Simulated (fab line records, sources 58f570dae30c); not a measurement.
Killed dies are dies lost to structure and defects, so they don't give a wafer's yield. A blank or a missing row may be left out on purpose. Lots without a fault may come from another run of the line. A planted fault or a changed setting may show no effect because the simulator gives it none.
A struck lot beside a sound one | flow berkeley_cmos170 | 38 steps out of a route of 331
Sound: wafers L440.2, L440.3, L440.6. Struck: wafers L441.1, L441.2, L441.4. The cause comes at the end.
At each step with rows: each side's tool, then ch and its chambers, then its first start. Under that, the readings that differ: sound wafers | struck wafers | difference of the means | sigmas: that difference in standard deviations of wafers without a fault.
alike: readings whose means differ by less than 2 such deviations, and words and numbers that are the same on both sides. not compared: withheld readings, readings that some wafer has no value for, bounds like >300 that may hide the same value, and numbers for which the record gives no deviation and whose values overlap.
The two part at a step that has a row with sigmas, a row that says differs or no value, or rows on one side only. Numbers that don't overlap but have no deviation are shown without sigmas and don't part them. A reading that every wafer of one side lacks parts them only if that side has two wafers or more.

UCB170_SPACER_CVD_00: deposits SiO2 from TEOS/O2, target thk 376 nm, time 47 s.
  sound on pecvd-01 ch 0,1, day 7 04:02; struck on pecvd-03 ch 0,1,2, day 7 03:52
  alike: heater_power_w
UCB170_SPACER_THK_MEAS_01:
  sound on film_metro-03, day 7 04:05; struck on film_metro-04, day 7 03:54
  reading              | sound       | struck      | difference | sigmas
  SPACER_TEOS_THK (nm) | 363 365 368 | 369 374 382 | +10        | +2
then, 6 steps without rows for these wafers: UCB170_SPACER_ANNEAL_02 (time 1800 s); UCB170_SPACER_ETCHBACK_03 (etches SiO2 in CHF3/CF4/Ar, stops on Si, target depth 376 nm, time 100 s); UCB170_PSD_HMDS_00 (prime time 60 s); UCB170_PSD_COAT_01 (resist thk 900 nm); UCB170_PSD_SOFTBAKE_02 (time 60 s); UCB170_PSD_EXPOSE_03 (exposes mask PSELECT MOD, target cd 1200 nm).
UCB170_PSD_PEB_04:
  sound on litho_track-04 ch 0, day 7 08:19; struck on litho_track-04 ch 0, day 7 08:34
  alike: chill_plate_temp_C, plate_sensor_t_centre_C, plate_sensor_t_edge_C
then, 1 step without rows for these wafers: UCB170_PSD_DEVELOP_05 (develop time 45 s).
UCB170_PSD_CD_MEAS_06: target cd 1200 nm.
  sound on cd_sem-01, day 7 08:35; struck on cd_sem-02, day 7 08:50
  alike: cd_nm
UCB170_PSD_OVL_MEAS_07:
  sound on overlay-02, day 7 08:41; struck on overlay-01, day 7 08:57
  alike: PSD_OVL
UCB170_PSD_IMPLANT_08:
  sound on implanter-02 ch 0, day 7 08:44; struck on implanter-04 ch 0, day 7 08:59
  reading       | sound                         | struck                       | difference | sigmas
  dose_ions_cm2 | 3.003e+15 2.994e+15 2.997e+15 | 2.922e+15 2.92e+15 2.918e+15 | -7.800e+13 | -23
UCB170_PSD_STRIP_09: strips in O2.
  sound on plasma_asher-02 ch 0,1, day 7 08:52; struck on plasma_asher-01 ch 0,1, day 7 09:08
  reading                      | sound             | struck            | difference | sigmas
  drypump_motor_current_A (A)  | 6.4 6.5 6.6       | 5.8 5.0 5.0       | -1.2       | -2
  strip_time_to_endpoint_s (s) | 29.43 29.48 29.41 | 29.01 29.08 29.00 | -0.41      | -6
  alike: oes_product_au
  not compared: rf_hours_counter_h
UCB170_PSD_TW_MEAS_10:
  sound on film_metro-01, day 7 08:59; struck on film_metro-01, day 7 09:14
  alike: PSD_TW
then, 7 steps without rows for these wafers: UCB170_PSD_CLEAN_11 (cleans in SPM, time 600 s); UCB170_NSD_HMDS_00 (prime time 60 s); UCB170_NSD_COAT_01 (resist thk 900 nm); UCB170_NSD_SOFTBAKE_02 (time 57.93 s); UCB170_NSD_EXPOSE_03 (exposes mask NSELECT MOD, target cd 1200 nm); UCB170_NSD_PEB_04; UCB170_NSD_DEVELOP_05 (develop time 45 s).
UCB170_NSD_CD_MEAS_06: target cd 1200 nm.
  sound on cd_sem-01, day 7 10:12; struck on cd_sem-02, day 7 10:28
  alike: cd_nm
UCB170_NSD_OVL_MEAS_07:
  sound on overlay-02, day 7 10:19; struck on overlay-01, day 7 10:35
  alike: NSD_OVL
then, 1 step without rows for these wafers: UCB170_NSD_IMPLANT_08.
UCB170_NSD_STRIP_09: strips in O2.
  sound on plasma_asher-04 ch 0,1, day 7 10:29; struck on plasma_asher-01 ch 0,1, day 7 10:46
  alike: drypump_motor_current_A, oes_product_au, strip_time_to_endpoint_s
  not compared: rf_hours_counter_h
UCB170_NSD_TW_MEAS_10:
  sound on film_metro-03, day 7 10:36; struck on film_metro-02, day 7 10:52
  alike: NSD_TW
then, 6 steps without rows for these wafers: UCB170_NSD_CLEAN_11 (cleans in SPM, time 600 s); UCB170_BACKSIDE_HMDS_00 (prime time 60 s); UCB170_BACKSIDE_COAT_01 (resist thk 900 nm); UCB170_BACKSIDE_SOFTBAKE_02 (time 60 s); UCB170_BACKSIDE_STRIP_03 (strips in O2); UCB170_BACKSIDE_CLEAN_04 (cleans in SPM, time 600 s).
UCB170_SDANNEAL_RTA_00: time 10 s.
  sound on rtp_anneal-02 ch 0, day 7 11:48; struck on rtp_anneal-01 ch 0, day 7 12:05
  reading            | sound          | struck         | difference | sigmas
  lamp_power_pct (%) | 23.9 23.9 23.9 | 27.6 27.7 27.6 | +3.7       | +2
  alike: wafer_temp_C_max
UCB170_SDANNEAL_RTA_01: time 5 s.
  sound on rtp_anneal-02 ch 0, day 7 11:52; struck on rtp_anneal-01 ch 0, day 7 12:09
  reading            | sound          | struck         | difference | sigmas
  lamp_power_pct (%) | 36.9 36.9 36.9 | 42.7 42.7 42.7 | +5.8       | +2
  alike: wafer_temp_C_max
UCB170_SDANNEAL_RS_MEAS_02: measures by four-point-probe.
  sound on film_metro-01, day 7 11:56; struck on film_metro-03, day 7 12:13
  reading         | sound             | struck            | difference | sigmas
  PSD_RS (ohm/sq) | 75.53 75.62 75.55 | 76.79 76.73 76.84 | +1.22      | +5
UCB170_SDANNEAL_RS_MEAS_03: measures by four-point-probe.
  sound on film_metro-01, day 7 12:03; struck on film_metro-03, day 7 12:20
  alike: NSD_RS
UCB170_M3_PROBE_99:
  the record has rows for the struck wafers here (prober-02, day 8 13:29) and none for the sound ones

WHERE THEY PART
First at UCB170_SPACER_THK_MEAS_01; last, within this record, at UCB170_M3_PROBE_99.

WHY: what the simulator had put in
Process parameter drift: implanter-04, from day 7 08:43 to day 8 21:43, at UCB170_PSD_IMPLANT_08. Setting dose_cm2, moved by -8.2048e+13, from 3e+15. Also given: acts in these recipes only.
